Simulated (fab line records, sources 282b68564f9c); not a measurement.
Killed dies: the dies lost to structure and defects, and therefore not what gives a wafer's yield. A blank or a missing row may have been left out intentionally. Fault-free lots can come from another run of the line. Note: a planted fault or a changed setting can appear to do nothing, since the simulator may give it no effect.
fab line records	flow rit-cmos
[record] lots = 6	wafers = 18	last-day = 7
route steps=202 shown PRETRO@69 GATE@75 FOX2@80 M1@202
lots with no fault: from the same line, run without faults
start-h: the number of hours between the record's first day and the start of the first shown wafer of the lot	wait-h: hours from the lot's prior step to this one	" unchanged from the row above	L1.1+2: one row covering several wafers at once	- no value present, or no start provided	* or withheld: withheld	< > ~ a bound
route shown NAME@n: a module of which the file shows steps, and the number in the route of the first	usual: the fault-free wafers' mean and standard deviation	same: alike in all rows	chamber/n: place in a boat	sites: each site's reading	_std_site: the standard deviation of these	_edge_site: outer sites' mean less inner sites'	radius-mm: for every site, how far away it sits from the centre of the wafer	mask NAME#n: copy n	behind: the last tool/chamber to shape the wafer	hold: cause of the lot's hold/its duration in hours/its outcome	device: which transistor (n, p or np) failed to switch	end of line: the tests these same wafers got at the end of their route	where a step has no rows: the recipe by itself	killed: the dies lost at the first sort to structure and to defects; this is not the yield of the wafer	map: per-die view of a wafer (x killed, . not killed, _ where there is no die)
set.NAME: the run value of the setting; set.NAME@STEP: its run value at that earlier step	model.NAME: the simulator's own value behind a step, which no gauge read
lots at some steps of the route; a table a step, a row a wafer
services: when a tool's chamber went out of use (start-h, in hours from the record's first day, below 0 if earlier), for how many hours, and the reason
[[steps]]
[step RIT_PRETRO_DEVELOP_05]
[recipe] resist = NOVOLAK	develop-time-s = 68	dev-temp-c = 23
[step RIT_PRETRO_OVL_MEAS_06]
[usual] PRETRO_OVL = 2.1/1.3
lot.wafer	tool	chamber	start-h	wait-h	PRETRO_OVL[nm]
L422.1	overlay-02	-	41.71	-	1.6
L422.5	"	-	"	"	0.8
L422.6	"	-	"	"	1.4
L433.1	overlay-01	-	95.54	-	1.4
L433.2	"	-	"	"	2.0
L433.6	"	-	"	"	1.6
L434.4	overlay-01	-	100.67	-	1.8
L434.5	"	-	"	"	1.8
L434.6	"	-	"	"	0.9
L435.2	overlay-01	-	107.93	-	0.2
L435.5	"	-	"	"	0.7
L435.6	"	-	"	"	0.1
L440.1	overlay-02	-	132.99	-	1.5
L440.2	"	-	"	"	0.8
L440.3	"	-	"	"	-0.2
L442.2	overlay-01	-	140.51	-	3.6
L442.3	"	-	"	"	3.2
L442.6	"	-	"	"	2.6
[step RIT_PRETRO_HARDBAKE_07]
[recipe] resist = NOVOLAK	temp-c = 140	time-s = 120
[step RIT_PRETRO_IMPLANT_08]
[recipe] species = B	energy-kev = 45	dose-cm2 = 1.2e+13	tilt-deg = 7
[step RIT_PRETRO_STRIP_09]
[recipe] chemistry = O2	time-s = 180	resist = NOVOLAK	platen-temp-c = withheld	power-w = 500	pressure-mtorr = 4000	o2-flow-sccm = 4000
[usual] chamber-pressure-mTorr = 4000/4	drypump-motor-current-A = 5.4/0.41
lot.wafer	tool	chamber	start-h	wait-h	chamber-pressure-mTorr	drypump-motor-current-A	rf-hours-counter-h
L422.1	plasma-asher-03	0	42.15	0.1	4003	4.9	37
L422.5	"	0	"	"	4006	4.9	-
L422.6	"	1	"	"	3995	5.9	-
L433.1	plasma-asher-03	0	95.97	0.1	4002	4.9	43
L433.2	"	1	"	"	4006	5.9	43
L433.6	"	0	"	"	4004	4.9	-
L434.4	plasma-asher-01	1	101.15	0.1	3997	4.9	-
L434.5	"	1	"	"	4004	4.9	-
L434.6	"	0	"	"	3998	5.7	-
L435.2	plasma-asher-03	1	108.36	0.1	3999	5.9	44
L435.5	"	0	"	"	3998	4.9	-
L435.6	"	1	"	"	3999	5.9	-
L440.1	plasma-asher-01	1	133.43	0.1	4002	4.9	34
L440.2	"	0	"	"	3993	5.7	34
L440.3	"	1	"	"	4005	4.9	-
L442.2	plasma-asher-02	1	140.94	0.1	3998	5.5	3
L442.3	"	1	"	"	3999	5.5	-
L442.6	"	1	"	"	4000	5.5	-
[step RIT_PRETRO_TW_MEAS_10]
[usual] PRETRO_TW = 476.1/2.7
lot.wafer	tool	chamber	start-h	wait-h	PRETRO_TW
L422.1	film-metro-02	-	42.32	0.1	478.1
L422.5	"	-	"	"	475.3
L422.6	"	-	"	"	475.4
L433.1	film-metro-04	-	96.15	0.1	475.5
L433.2	"	-	"	"	476.6
L433.6	"	-	"	"	478.6
L434.4	film-metro-04	-	101.30	0.1	477.6
L434.5	"	-	"	"	477.4
L434.6	"	-	"	"	478.3
L435.2	film-metro-01	-	108.54	0.1	475.2
L435.5	"	-	"	"	471.3
L435.6	"	-	"	"	478.8
L440.1	film-metro-02	-	133.61	0.1	475.1
L440.2	"	-	"	"	476.0
L440.3	"	-	"	"	475.6
L442.2	film-metro-01	-	141.13	0.1	474.8
L442.3	"	-	"	"	476.3
L442.6	"	-	"	"	476.0
[step RIT_GATE_WET_ETCH_00]
[recipe] chemistry = BOE	target = SiO2	target-depth-nm = 56	time-s = 60	dry = n2-spin	dilution = 10:1	temp-c = 21.5
[step RIT_GATE_CLEAN_01]
[recipe] chemistry = SC1	mix = 3:3:50	time-s = 600	temp-c = 75
[step RIT_GATE_CLEAN_02]
[recipe] chemistry = dHF	dilution = 50:1	time-s = 30
[step RIT_GATE_CLEAN_03]
[recipe] chemistry = SC2	mix = 3:3:50	time-s = 600	temp-c = 75	dry = n2-spin
[step RIT_GATE_CLEAN_04]
[recipe] chemistry = dHF	dilution = 50:1	time-s = 60	dry = n2-spin
[step RIT_FOX2_THK_MEAS_91]
[recipe] reads = SiO2_of_FOX2_OXIDATION_00
[usual] FIELD_OXIDE_LEFT_2_THK = 252/7
lot.wafer	tool	chamber	start-h	wait-h	FIELD_OXIDE_LEFT_2_THK[nm]
L422.1	film-metro-02	-	43.15	0.0	247
L422.5	"	-	"	"	246
L422.6	"	-	"	"	246
L433.1	film-metro-02	-	96.62	0.0	243
L433.2	"	-	"	"	241
L433.6	"	-	"	"	244
L434.4	film-metro-04	-	101.77	0.0	247
L434.5	"	-	"	"	243
L434.6	"	-	"	"	248
L435.2	film-metro-02	-	109.02	0.0	245
L435.5	"	-	"	"	243
L435.6	"	-	"	"	237
L440.1	film-metro-04	-	134.19	0.0	258
L440.2	"	-	"	"	255
L440.3	"	-	"	"	262
L442.2	film-metro-03	-	141.61	0.0	247
L442.3	"	-	"	"	253
L442.6	"	-	"	"	248
[step RIT_GATE_OXIDATION_05]
[recipe] temp-c = 900	ambient = O2	target-thk-a = 30	ox-time-s = 270
[usual] spike-tc-centre-C = 903.2/1.1	spike-tc-source-C = 923.0/2.2	tube-center-temp-C = 900.01/0.087	tube_center_temp_C_max = 902.3/0.34
[same] ox-time-s = 270
lot.wafer	tool	chamber	start-h	wait-h	spike-tc-centre-C	spike-tc-source-C	tube-center-temp-C	tube_center_temp_C_max	model.SiO2_of_GATE_OXIDATION_05.thk-nm
L422.1	furnace-03	0	43.37	0.2	904.0	922.3	899.97	902.2	3.081
L422.5	"	0	"	"	903.6	922.1	900.07	902.1	3.019
L422.6	"	0	"	"	904.6	921.3	900.01	902.6	3.008
L433.1	furnace-01	0	99.25	2.6	903.8	923.8	899.91	902.4	2.847
L433.2	"	0	"	"	902.2	925.6	900.12	902.5	2.881
L433.6	"	0	"	"	902.2	924.8	900.04	901.8	2.883
L434.4	furnace-03	0	102.29	0.5	897.9	918.4	894.92	897.1	2.783
L434.5	"	0	"	"	897.2	917.0	895.04	897.2	2.793
L434.6	"	0	"	"	897.9	918.4	894.99	897.3	2.749
L435.2	furnace-03	0	110.12	1.1	898.1	916.0	895.06	897.9	2.765
L435.5	"	0	"	"	896.8	916.8	895.03	897.3	2.769
L435.6	"	0	"	"	898.9	916.5	894.91	897.2	2.777
L440.1	furnace-04	0	134.25	0.1	903.0	918.9	900.12	902.6	2.929
L440.2	"	0	"	"	901.1	919.4	900.08	902.1	2.942
L440.3	"	0	"	"	902.1	920.9	899.94	901.8	2.885
L442.2	furnace-04	0	143.08	1.5	902.4	919.2	900.09	903.1	2.979
L442.3	"	0	"	"	902.0	919.3	899.99	902.2	2.944
L442.6	"	0	"	"	902.1	920.3	900.15	902.1	2.999
[step RIT_GATE_ANNEAL_06]
[recipe] temp-c = 900	time-s = 600	ambient = N2O
[step RIT_GATE_THK_MEAS_07]
[recipe] reads = SiO2_of_GATE_OXIDATION_05
[usual] GATE_OXIDE_THK = 3.00/0.068
lot.wafer	tool	chamber	start-h	wait-h	GATE_OXIDE_THK[nm]
L422.1	film-metro-03	-	44.69	0.0	3.09
L422.5	"	-	"	"	3.03
L422.6	"	-	"	"	2.98
L433.1	film-metro-03	-	102.51	0.0	2.90
L433.2	"	-	"	"	2.87
L433.6	"	-	"	"	2.90
L434.4	film-metro-03	-	103.64	0.0	2.81
L434.5	"	-	"	"	2.79
L434.6	"	-	"	"	2.75
L435.2	film-metro-04	-	112.76	0.0	2.76
L435.5	"	-	"	"	2.82
L435.6	"	-	"	"	2.76
L440.1	film-metro-02	-	137.84	0.0	2.91
L440.2	"	-	"	"	2.92
L440.3	"	-	"	"	2.87
L442.2	film-metro-04	-	144.42	0.0	3.01
L442.3	"	-	"	"	2.97
L442.6	"	-	"	"	3.03
[step RIT_GATE_CVD_08]
[recipe] material = poly-Si	target-thk-nm = 250	temp-c = 610	precursor = SiH4	time-s = 2220	pressure-mtorr = 300	sih4-flow-sccm = 100
[step RIT_M1_PROBE_99]
[usual] killed_at_M0_to_M3 = 0.0/0.14	killed-at-front-end = 7/3	killed-dies = 7/3	killed-on-rim = 1.8/1.3	killed-open = 3.5/2	killed-short = 3.6/2.1
[same] gross-dies = 264	killed_at_M4_up = 0	killed-at-back-side = 0	killed-at-contacts = 0	killed-at-other = 0
lot.wafer	tool	chamber	start-h	wait-h	killed_at_M0_to_M3	killed-at-front-end	killed-dies	killed-on-rim	killed-open	killed-short	model.etest.pmos_0p3.r-on-ohm-um	model.etest.nmos_0p3.r-on-ohm-um	model.etest.nmos_0p15.drive-ua-um	model.etest.nmos-narrow.drive-ua-um	model.etest.nmos_0p3.drive-ua-um	model.etest.pmos_0p15.drive-ua-um	model.etest.pmos_0p3.drive-ua-um	model.etest.pmos-narrow.drive-ua-um
L422.1	prober-01	-	68.47	0.1	0	12	12	3	8	4	6352	2196	444.8	213.1	214.1	245.1	99.13	99.35
L422.5	prober-01	-	68.67	0.2	0	15	15	2	7	8	6375	2181	471.9	219	218.9	253.4	99.41	100
L422.6	prober-01	-	68.72	0.2	0	8	8	2	4	4	6319	2196	476.4	220.4	222.4	254.9	100.4	100.2
L433.1	prober-02	-	126.05	0.1	0	9	9	5	4	5	6024	2095	472.7	241.8	240.2	260.2	108.7	109.3
L433.2	prober-02	-	126.10	0.1	0	9	9	1	1	8	6098	2092	483.1	237.7	235.7	261.2	106.6	107.4
L433.6	prober-02	-	126.30	0.2	0	9	9	4	2	7	6095	2084	473.2	242.7	237.2	254	106.2	108
L434.4	prober-01	-	129.14	0.2	0	6	6	2	6	0	6064	2065	496.4	243.7	244.9	264.8	109	108.6
L434.5	prober-01	-	129.19	0.2	0	12	12	0	6	6	5952	2066	488.1	246.9	246	262.5	110.5	110
L434.6	prober-01	-	129.24	0.2	0	7	7	3	4	3	5917	2067	487.7	251.7	249.8	262.3	112	113.2
L435.2	prober-02	-	137.00	0.1	0	8	8	1	5	3	5954	2104	474.9	249.6	243.6	263.4	111.2	114
L435.5	prober-02	-	137.15	0.2	0	4	4	1	3	1	5884	2071	474.7	247.8	243.7	267.1	113.1	115.2
L435.6	prober-02	-	137.20	0.2	0	12	12	4	10	2	5870	2090	495.2	249.6	245.5	271.9	112.7	114.7
L440.1	prober-02	-	161.43	0.1	0	8	8	0	3	5	6102	2104	493.7	233.6	234.4	267.6	104.8	104.2
L440.2	prober-02	-	161.48	0.1	0	4	4	0	2	2	6165	2142	486.6	233.2	234.8	265.4	103.4	102.8
L440.3	prober-02	-	161.53	0.2	0	10	10	2	4	6	6041	2109	497.3	238.3	242.1	270.3	107.2	106.1
L442.2	prober-02	-	168.99	0.1	1	3	4	1	2	2	6508	2170	474.6	229.1	229.1	243.2	98.59	100.2
L442.3	prober-02	-	169.04	0.2	0	7	7	2	4	3	6436	2151	478.7	233.7	231.7	245.3	100.1	101.6
L442.6	prober-02	-	169.19	0.2	0	4	4	1	2	2	6508	2185	466.4	228.4	227.4	242.7	99.45	99.7
// killed by level:class
L422.1 GATE:geometric-particle:open=6 GATE:geometric-particle:short=4 FOX1:geometric-particle:open=1 SPACER:geometric-particle:open=1
L422.5 GATE:geometric-particle:short=4 FOX1:geometric-particle:open=3 GATE:geometric-particle:open=3 FOX1:geometric-particle:short=1 FOX2:geometric-particle:short=1 SPACER:geometric-particle:short=1 SILICIDE:geometric-particle:short=1 SILICIDE:geometric-particle:open=1
L422.6 GATE:geometric-particle:short=3 FOX1:geometric-particle:open=1 GATE:geometric-particle:open=1 REOX:geometric-particle:open=1 SPACER:geometric-particle:open=1 SILICIDE:geometric-particle:short=1
L433.1 SILICIDE:geometric-particle:short=3 GATE:geometric-particle:open=2 FOX1:geometric-particle:open=1 GATE:geometric-particle:short=1 REOX:geometric-particle:open=1 SPACER:geometric-particle:short=1
L433.2 REOX:geometric-particle:short=3 SPACER:geometric-particle:short=3 SILICIDE:geometric-particle:short=2 REOX:geometric-particle:open=1
L433.6 SPACER:geometric-particle:short=4 REOX:geometric-particle:short=2 FOX2:geometric-particle:open=1 GATE:geometric-particle:short=1 GATE:geometric-particle:open=1
L434.4 GATE:geometric-particle:open=2 SPACER:geometric-particle:open=2 SILICIDE:geometric-particle:open=2
L434.5 GATE:geometric-particle:open=3 FOX1:geometric-particle:short=2 FOX1:geometric-particle:open=1 GATE:geometric-particle:short=1 REOX:geometric-particle:open=1 REOX:geometric-particle:short=1 SPACER:geometric-particle:open=1 SPACER:geometric-particle:short=1
L434.6 GATE:geometric-particle:short=2 FOX2:geometric-particle:short=1 FOX2:geometric-particle:open=1 GATE:geometric-particle:open=1 SPACER:geometric-particle:open=1 SILICIDE:geometric-particle:open=1
L435.2 FOX1:geometric-particle:open=3 GATE:geometric-particle:short=2 REOX:geometric-particle:open=1 SILICIDE:geometric-particle:short=1 SILICIDE:geometric-particle:open=1
L435.5 REOX:geometric-particle:open=2 FOX1:geometric-particle:open=1 REOX:geometric-particle:short=1
L435.6 GATE:geometric-particle:open=7 SILICIDE:geometric-particle:open=2 FOX1:geometric-particle:short=1 SPACER:geometric-particle:open=1 SPACER:geometric-particle:short=1
L440.1 FOX2:geometric-particle:short=2 GATE:geometric-particle:short=2 SPACER:geometric-particle:open=2 SILICIDE:geometric-particle:open=1 SILICIDE:geometric-particle:short=1
L440.2 FOX1:geometric-particle:open=1 GATE:geometric-particle:open=1 GATE:geometric-particle:short=1 SILICIDE:geometric-particle:short=1
L440.3 GATE:geometric-particle:short=2 SPACER:geometric-particle:open=2 SILICIDE:geometric-particle:short=2 ACTIVE:geometric-particle:short=1 GATE:geometric-particle:open=1 REOX:geometric-particle:open=1 REOX:geometric-particle:short=1
L442.2 FOX2:geometric-particle:open=1 REOX:geometric-particle:open=1 SPACER:geometric-particle:short=1 M1:geometric-particle:short=1
L442.3 REOX:geometric-particle:open=2 REOX:geometric-particle:short=2 FOX1:geometric-particle:open=1 GATE:geometric-particle:open=1 SPACER:geometric-particle:short=1
L442.6 GATE:geometric-particle:open=1 GATE:geometric-particle:short=1 SPACER:geometric-particle:open=1 SPACER:geometric-particle:short=1
[[services]]
tool	chamber	start-h	hours	kind
furnace-01	-	40.59	3.2	pm
furnace-04	-	90.00	9.9	pm
furnace-03	-	95.16	4.2	pm
plasma-asher-01	-	98.37	0.4	repair
plasma-asher-01	-	103.03	2.8	pm
furnace-01	-	108.52	3.1	pm
plasma-asher-02	-	108.75	9.0	pm
plasma-asher-02	0	108.75	9.0	vent-cycle
plasma-asher-02	1	108.75	9.0	vent-cycle
plasma-asher-02	0	117.75	-	clean
plasma-asher-02	1	117.75	-	clean
furnace-01	-	130.79	16.5	repair
[[key]]
[first-sign] step = RIT_GATE_OXIDATION_05	reading = tube-center-temp-C	direction = down	sigmas = 56	usual = *	struck = *
[effect] step = RIT_GATE_OXIDATION_05	reading = tube_center_temp_C_max	direction = down	sigmas = 15	usual = *	struck = *
[effect] step = RIT_GATE_THK_MEAS_07	reading = GATE_OXIDE_THK	direction = down	sigmas = 3.2	usual = 3.00	struck = 2.78
[model-effect] step = RIT_GATE_OXIDATION_05	value = SiO2_of_GATE_OXIDATION_05.thk-nm	without = 2.953	struck = 2.773
[model-effect] step = RIT_M1_PROBE_99	value = etest.pmos_0p3.r-on-ohm-um	without = 6246	struck = 5940
met-at RIT_GATE_OXIDATION_05
struck-wafers L434.4,L434.5,L434.6,L435.2,L435.5,L435.6
tester-left-out L434,L435
onset-between 43.37 102.29
[fault] kind = process-parameter-drift	tool = furnace-03	chamber = -	onset-h = 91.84	steps = RIT_GATE_OXIDATION_05	channel = temp-c	offset = *	shape = step	end-h = 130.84	acts-in = *	stated = *
// tester-left-out: of these lots the tester's yield and bins aren't shown, on N5 and GAA mostly nor the transistor test; their killed dies are dies lost to structure and defects alone, not to doping, threshold or leakage, so they don't give the yield
